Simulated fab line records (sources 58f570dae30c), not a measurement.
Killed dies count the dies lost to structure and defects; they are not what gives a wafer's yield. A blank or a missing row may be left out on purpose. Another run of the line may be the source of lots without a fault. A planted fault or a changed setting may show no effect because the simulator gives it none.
The tool behind it: which one?	flow berkeley-cmos170	Sampling: 7 lots, 21 wafers, 2 of 331 route steps

## WHAT EACH GAUGE READ, for each wafer
UCB170_SDANNEAL_RS_MEAS_04: the measuring method here is four-point-probe.
lot	measured	on	PLDD_RS (ohm/sq)
L737	day 7 02:00	film-metro-01	1034.3 1034.3 1032.1
L742	day 8 00:31	film-metro-03	1033.4 1032.2 1034.2
L747	day 8 23:34	film-metro-03	1136.4 1135.9 1128.4
L749	day 9 13:56	film-metro-03	1130.7 1133.2 1132.1
L755	day 10 09:36	film-metro-01	1037.4 1033.4 1034.5
L759	day 10 20:35	film-metro-03	1032.1 1034.0 1028.7
L758	day 10 20:44	film-metro-02	1034.6 1038.5 1034.7

## EACH LOT AND THE TOOL THAT RAN IT (in order: tool; ch and the chambers of the sampled wafers; start)
lot	UCB170_PLDD_IMPLANT_09
L737	implanter-02 ch 0, day 6 13:07
L742	implanter-01 ch 0, day 7 13:11
L747	implanter-01 ch 0, day 8 11:47
L749	implanter-01 ch 0, day 9 01:37
L755	implanter-04 ch 0, day 9 23:50
L759	implanter-02 ch 0, day 10 08:21
L758	implanter-02 ch 0, day 10 09:09
- UCB170_PLDD_IMPLANT_09

## THE ANSWER, worked out from the rows above alone
Rule: what is usual is taken from the lots themselves. The widest of any qualifying gaps counts: lots, ordered by their means at a reading, are off when they make up no more than a third of the lots, leave a main group of 4 or more, and stand apart from it by 3 or more times the standard deviation of that group's means. Not used: any main group whose means are identical at the precision the tables above print for the reading. A lot without any number at a reading at which 4 lots or more have one is off too. All remaining lots with rows at the step are treated as sound.
Off: at UCB170_SDANNEAL_RS_MEAS_04 (PLDD_RS), L747, L749. For the main group the mean is 1033.9 ohm/sq and the standard deviation 1.5.
If a tool, at a process step before that reading, ran all the lots that are off and no sound lot after the first of them, it fits. The gauges at UCB170_SDANNEAL_RS_MEAS_04 are tried like those tools. One fits: UCB170_PLDD_IMPLANT_09 on implanter-01. Its last sound lot is L742 (day 7 13:11), its first lot that is off L747 (day 8 11:47): a fault that began between those two fits.

## WHAT HAD BEEN PUT IN BY THE SIMULATOR
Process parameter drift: implanter-01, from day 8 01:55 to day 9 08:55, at UCB170_PLDD_IMPLANT_09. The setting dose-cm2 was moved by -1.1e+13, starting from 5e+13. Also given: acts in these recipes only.
Shown lots that were struck: L747, L749. Same finding as the rule above.
